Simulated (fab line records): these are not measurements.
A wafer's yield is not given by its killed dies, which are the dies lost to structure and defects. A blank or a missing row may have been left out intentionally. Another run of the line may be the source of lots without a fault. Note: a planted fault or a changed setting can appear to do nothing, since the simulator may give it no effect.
Split-lot trial || flow rit cmos || 5 lots, 23 wafers read, on a route of 202 steps

== SPLIT DETAILS ==
At RIT_NRETRO_IMPLANT_08, the setting energy kev was moved away from the recipe's 70 on 10 of the 23 wafers read, by -4.6% to +5.9%. This setting was run at the recipe's value on the other wafers.

== FROM THE SPLIT ON TO THE READING: in between, the file shows 1 step ==
- RIT_NRETRO_STRIP_09: strips in O2, time 180 s

== THE READING ==
NRETRO_TW, at RIT_NRETRO_TW_MEAS_10. Fault-free wafers of this fab line usually give 1051, standard deviation 4.7.

{"wafer": "L074.1", "tool, chamber at the split": "implanter-02, 0", "energy kev as run": 74.13, "against the recipe": "+5.9%", "NRETRO_TW": 1070, "against lot-mates on the recipe": "+13"}
{"wafer": "L074.2", "tool, chamber at the split": "implanter-02, 0", "energy kev as run": 74.13, "against the recipe": "+5.9%", "NRETRO_TW": 1070, "against lot-mates on the recipe": "+13"}
{"wafer": "L074.3", "tool, chamber at the split": "implanter-02, 0", "energy kev as run": 70, "against the recipe": "recipe", "NRETRO_TW": 1057, "against lot-mates on the recipe": "-"}
{"wafer": "L074.5", "tool, chamber at the split": "implanter-02, 0", "energy kev as run": 74.13, "against the recipe": "+5.9%", "NRETRO_TW": 1073, "against lot-mates on the recipe": "+16"}
{"wafer": "L074.6", "tool, chamber at the split": "implanter-02, 0", "energy kev as run": 70, "against the recipe": "recipe", "NRETRO_TW": 1057, "against lot-mates on the recipe": "-"}
{"wafer": "L079.1", "tool, chamber at the split": "implanter-02, 0", "energy kev as run": 70, "against the recipe": "recipe", "NRETRO_TW": 1051, "against lot-mates on the recipe": "-"}
{"wafer": "L079.2", "tool, chamber at the split": "implanter-02, 0", "energy kev as run": 70, "against the recipe": "recipe", "NRETRO_TW": 1049, "against lot-mates on the recipe": "-"}
{"wafer": "L079.3", "tool, chamber at the split": "implanter-02, 0", "energy kev as run": 70, "against the recipe": "recipe", "NRETRO_TW": 1052, "against lot-mates on the recipe": "-"}
{"wafer": "L079.5", "tool, chamber at the split": "implanter-02, 0", "energy kev as run": 71.77, "against the recipe": "+2.5%", "NRETRO_TW": 1057, "against lot-mates on the recipe": "+6"}
{"wafer": "L079.6", "tool, chamber at the split": "implanter-02, 0", "energy kev as run": 71.77, "against the recipe": "+2.5%", "NRETRO_TW": 1059, "against lot-mates on the recipe": "+8"}
{"wafer": "L080.1", "tool, chamber at the split": "implanter-04, 0", "energy kev as run": 66.78, "against the recipe": "-4.6%", "NRETRO_TW": 1036, "against lot-mates on the recipe": -14}
{"wafer": "L080.2", "tool, chamber at the split": "implanter-04, 0", "energy kev as run": 70, "against the recipe": "recipe", "NRETRO_TW": 1050, "against lot-mates on the recipe": "-"}
{"wafer": "L080.3", "tool, chamber at the split": "implanter-04, 0", "energy kev as run": 70, "against the recipe": "recipe", "NRETRO_TW": 1049, "against lot-mates on the recipe": "-"}
{"wafer": "L080.4", "tool, chamber at the split": "implanter-04, 0", "energy kev as run": 66.78, "against the recipe": "-4.6%", "NRETRO_TW": 1037, "against lot-mates on the recipe": -12}
{"wafer": "L080.5", "tool, chamber at the split": "implanter-04, 0", "energy kev as run": 66.78, "against the recipe": "-4.6%", "NRETRO_TW": 1040, "against lot-mates on the recipe": -10}
{"wafer": "L084.1", "tool, chamber at the split": "implanter-02, 0", "energy kev as run": 70, "against the recipe": "recipe", "NRETRO_TW": 1051, "against lot-mates on the recipe": "-"}
{"wafer": "L084.2", "tool, chamber at the split": "implanter-02, 0", "energy kev as run": 70, "against the recipe": "recipe", "NRETRO_TW": 1055, "against lot-mates on the recipe": "-"}
{"wafer": "L084.3", "tool, chamber at the split": "implanter-02, 0", "energy kev as run": 70, "against the recipe": "recipe", "NRETRO_TW": 1054, "against lot-mates on the recipe": "-"}
{"wafer": "L085.1", "tool, chamber at the split": "implanter-04, 0", "energy kev as run": 72.94, "against the recipe": "+4.2%", "NRETRO_TW": 1063, "against lot-mates on the recipe": "+11"}
{"wafer": "L085.2", "tool, chamber at the split": "implanter-04, 0", "energy kev as run": 70, "against the recipe": "recipe", "NRETRO_TW": 1053, "against lot-mates on the recipe": "-"}
{"wafer": "L085.4", "tool, chamber at the split": "implanter-04, 0", "energy kev as run": 72.94, "against the recipe": "+4.2%", "NRETRO_TW": 1061, "against lot-mates on the recipe": "+9"}
{"wafer": "L085.5", "tool, chamber at the split": "implanter-04, 0", "energy kev as run": 70, "against the recipe": "recipe", "NRETRO_TW": 1049, "against lot-mates on the recipe": "-"}
{"wafer": "L085.6", "tool, chamber at the split": "implanter-04, 0", "energy kev as run": 70, "against the recipe": "recipe", "NRETRO_TW": 1055, "against lot-mates on the recipe": "-"}

FIT RESULTS
A straight line over all 23 wafers: NRETRO_TW changes by +3 for each +1% of energy kev; r = +0.96; the points scatter about the line by 2.7.
The same after taking each lot's own level away (the mean of its wafers on the recipe; 23 wafers): +2.46 for each +1%; r = +0.98; scatter 1.6.
Per that fit: largest energy kev move, reading shift of 15.
Across the lots, their own levels run from 1049.5 to 1057.0, a range of 1.6 times the standard deviation given above.
Thus the slope moves with the lot-to-lot level: the two fits are different.
Check: for one of the wafers moved furthest among these (+5.9%), held out of the fit, the line's prediction against its lot-mates is +14.7. Against them it came out at +13.

== THESE WAFERS: OTHER SPLITS ==
These wafers also went through other splits before the reading. Each is held against what the fit with the lots' levels taken away leaves over:
{"other split on the same wafers": "RIT_ACTIVE_CVD_03 sih2cl2 flow sccm", "wafers away from the commonest value": 18, "r with NRETRO_TW (lot level and that fit taken away)": "+0.02"}
{"other split on the same wafers": "RIT_ACTIVE_EXPOSE_08 dose mj", "wafers away from the commonest value": 8, "r with NRETRO_TW (lot level and that fit taken away)": "+0.00"}
{"other split on the same wafers": "RIT_NWELL_COAT_01 spin rpm", "wafers away from the commonest value": 7, "r with NRETRO_TW (lot level and that fit taken away)": "+0.12"}
{"other split on the same wafers": "RIT_PWELL_COAT_01 spin rpm", "wafers away from the commonest value": 8, "r with NRETRO_TW (lot level and that fit taken away)": "+0.25"}
{"other split on the same wafers": "RIT_PWELL_IMPLANT_08 energy kev", "wafers away from the commonest value": 5, "r with NRETRO_TW (lot level and that fit taken away)": "+0.38"}
{"other split on the same wafers": "RIT_NRETRO_SOFTBAKE_02 temp c", "wafers away from the commonest value": 6, "r with NRETRO_TW (lot level and that fit taken away)": "+0.30"}

== THE WHOLE CHAIN: every reading that the file lists as answering this split, in the file's order ==
{"step": "RIT_NRETRO_IMPLANT_08", "what it does": "", "reading": "implant.rp nm (the simulator's own value, which no gauge read)", "change (the file's fit)": "+0.873 nm for each +1% of the setting", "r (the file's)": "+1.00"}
{"step": "RIT_NRETRO_IMPLANT_08", "what it does": "", "reading": "implant.drp nm (the simulator's own value, which no gauge read)", "change (the file's fit)": "+0.286 nm for each +1% of the setting", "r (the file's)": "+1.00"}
{"step": "RIT_NRETRO_TW_MEAS_10", "what it does": "", "reading": "NRETRO_TW", "change (the file's fit)": "+2.43 for each +1% of the setting", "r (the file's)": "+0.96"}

== THE FILE'S OWN FIT ==
NRETRO_TW changes by +2.43 for each +1% of energy kev, r = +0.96.
